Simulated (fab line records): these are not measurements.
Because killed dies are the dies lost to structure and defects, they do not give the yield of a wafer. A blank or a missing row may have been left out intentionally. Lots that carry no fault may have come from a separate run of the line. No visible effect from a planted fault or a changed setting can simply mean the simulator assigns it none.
8D (eight disciplines) problem report, filled in by code || flow berkeley_cmos170 || the parts of the form that need people (team, actions taken, sign-off) are left out

## 1. THE ISSUE
At UCB170_PLDD_DEVELOP_05, developer_temp_C averages 23.04 C over 6 wafers from 2 lots, while fault-free wafers read 21.01 C, standard deviation 0.11. That is +18 standard deviations from the usual mean.
The step: develop time 45 s.
The first sign was on wafer L841.1 at day 11 04:00, on litho_track-02. The record has a number at this step for 42 wafers belonging to 14 lots. Rule for "out" (also "out of limits"): further than 4 standard deviations from the usual mean. The other wafers with a number count as sound.

## 2. WHAT IT IS, WHAT IT ISN'T
{"question": "which readings at this step", "is": "developer_temp_C", "is not": "exhaust_pa"}
{"question": "which lots", "is": "L841, L842", "is not": "L824, L825, L828, L829, L830, L831, L833, L838, L839, L844, L845, L846"}
{"question": "which wafers of those lots", "is": "all that have a number", "is not": "-"}
{"question": "read on which tools", "is": "litho_track-02", "is not": "litho_track-01, litho_track-03"}
{"question": "when", "is": "from day 11 04:00", "is not": "up to then (27 sound wafers); but 9 sound wafers of L844, L845, L846 came after"}

## 3. WHAT RULES OUT EACH SUSPECT
Counting: a tool at a process step up to the reading stays a suspect if it ran every lot that is out and no sound lot after the first of them.
- litho_track-02 at UCB170_PLDD_DEVELOP_05 (develop time 45 s): kept. Every lot that is out went through it, starting with L841 (day 11 04:00), and after that it ran no sound lot; the last sound lot it ran before then is L838 (day 10 01:00). Its own developer_temp_C readings are out on those wafers.
The count leaves litho_track-02 at UCB170_PLDD_DEVELOP_05.

## 4. THE CAUSE (what the simulator had put in)
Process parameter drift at UCB170_PLDD_DEVELOP_05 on litho_track-02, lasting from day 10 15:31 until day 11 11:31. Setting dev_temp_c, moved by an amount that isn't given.
Only this tool survived the counting.

## 5. SEQUENCE OF EFFECTS, ordered by route
Rows list readings where the struck wafers' mean (over those with a number) sits beyond 3 standard deviations from the usual. Scope: only readings with a usual standard deviation given in the record; hours: median across lots of the time from each lot's start at the first step in this table that gives one to its start at this step; sigmas: change in usual standard deviations.
{"hours": 0, "step": "UCB170_PLDD_DEVELOP_05", "reading": "developer_temp_C", "usual": "21.01 C", "on struck wafers": 23.04, "change": "+2.02", "sigmas": "+18"}
Its process steps:
- UCB170_PLDD_DEVELOP_05: develop time 45 s.
At these later measuring or inspecting steps, every struck wafer for which the step has a row has a number for every such reading, and none has moved that far: UCB170_M1_THK_MEAS_02.

## 6. HOW IT WOULD HAVE BEEN CAUGHT EARLIER
In this record the first reading out of limits was taken at day 11 04:00, 12 hours after the fault began at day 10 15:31.
